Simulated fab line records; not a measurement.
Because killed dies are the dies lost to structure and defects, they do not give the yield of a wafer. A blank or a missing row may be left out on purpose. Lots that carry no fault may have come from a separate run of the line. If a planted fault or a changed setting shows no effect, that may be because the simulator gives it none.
A lot that was struck, set against a sound lot / flow rit_cmos / 15 out of 202 route steps
Sound: these wafers, L493.2, L493.5, L493.6. Wafers L502.1, L502.2, L502.5 were the ones struck. The cause comes at the end.
For every step that has rows: the tool of each side, followed by ch and its chambers, followed by its first start. Under that, the readings that differ: sound wafers / struck wafers / difference of the means / sigmas: that difference in standard deviations of wafers without a fault.
alike: same words and numbers on both sides, and readings whose means sit less than 2 such deviations apart. not compared: any withheld reading, any reading some wafer has no value for, any bound like >300 that may hide the same value, and any number with overlapping values for which the record gives no deviation.
A row with sigmas, a row that says differs or no value, or rows on one side alone: a step with any of these is where the two part. When numbers do not overlap yet have no deviation, they are printed without sigmas and do not part them. Lack of a reading on every wafer of one side parts them only where that side has two or more wafers.

first, 1 step without rows for these wafers: RIT_SDANNEAL_CLEAN_02 (cleans in SC2, time 600 s).
RIT_SDANNEAL_RTA_03: time 5 s.
  sound on rtp_anneal-01 ch 0, day 5 05:14; struck on rtp_anneal-02 ch 0, day 6 22:53
  alike: wafer_temp_C_max
RIT_SDANNEAL_RS_MEAS_04: the measuring method here is four-point-probe.
  sound: film_metro-02 at day 5 05:18; struck: film_metro-04 at day 6 22:57
  alike: PSD_RS
RIT_SDANNEAL_RS_MEAS_05: the measuring method here is four-point-probe.
  sound: film_metro-02 at day 5 05:25; struck: film_metro-04 at day 6 23:04
  alike: NSD_RS
RIT_SDANNEAL_RS_MEAS_06: the measuring method here is four-point-probe.
  sound: film_metro-02 at day 5 05:32; struck: film_metro-04 at day 6 23:11
  alike: PLDD_RS
RIT_SDANNEAL_RS_MEAS_07: the measuring method here is four-point-probe.
  sound: film_metro-02 at day 5 05:40; struck: film_metro-04 at day 6 23:19
  alike: NLDD_RS
then, 1 step without rows for these wafers: RIT_SILICIDE_WET_ETCH_00 (etches SiO2 in BOE, target depth 14 nm, time 15 s).
RIT_SILICIDE_SPUTTER_01: material Ti, target thk 30 nm, time 240 s.
  sound: pvd_sputter-03 at day 5 05:47; struck: pvd_sputter-03 at day 6 23:26
  alike: throttle_valve_pct
RIT_SILICIDE_RS_MEAS_02: the measuring method here is four-point-probe.
  sound: film_metro-03 at day 5 05:57; struck: film_metro-02 at day 6 23:35
  alike: SILICIDE_TI_RS
RIT_SILICIDE_THK_MEAS_03: measures by xrf.
  sound: film_metro-03 at day 5 06:04; struck: film_metro-02 at day 6 23:43
  alike: SILICIDE_TI_THK
RIT_SILICIDE_RTA_04: time 10 s, ramp up 5 s, ramp down 5 s.
  sound on rtp_anneal-02 ch 0, day 5 06:07; struck on rtp_anneal-01 ch 0, day 6 23:46
  alike: wafer_temp_C_max
then, 1 step without rows for these wafers: RIT_SILICIDE_WET_ETCH_05 (etches Ti in SPM, time 120 s).
RIT_SILICIDE_RTA_06: time 10 s, ramp up 5 s, ramp down 10 s.
  sound on rtp_anneal-01 ch 0, day 5 06:14; struck on rtp_anneal-02 ch 0, day 6 23:53
reading=wafer_temp_C_max; sound=751.9 751.9 752.2; struck=750.0 749.1 749.9; difference=-2.3; sigmas=-4
RIT_CONTACT_CVD_00: deposits SiO2 from TEOS, target thk 400 nm, time 61 s.
  sound on pecvd-03 ch 0,1,2, day 5 06:17; struck on pecvd-03 ch 0,1,2, day 6 23:57
  alike: heater_power_w
following that, these wafers have no rows for 1 step: RIT_M1_PROBE_99.

## WHERE THEY PART
At RIT_SILICIDE_RTA_06 and nowhere else, as far as this record goes. Later steps at which nothing parts them and some readings are alike: RIT_CONTACT_CVD_00.

WHY: what had been put in by the simulator
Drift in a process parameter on rtp_anneal-02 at RIT_SILICIDE_RTA_06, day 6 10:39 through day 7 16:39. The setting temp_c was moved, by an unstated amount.
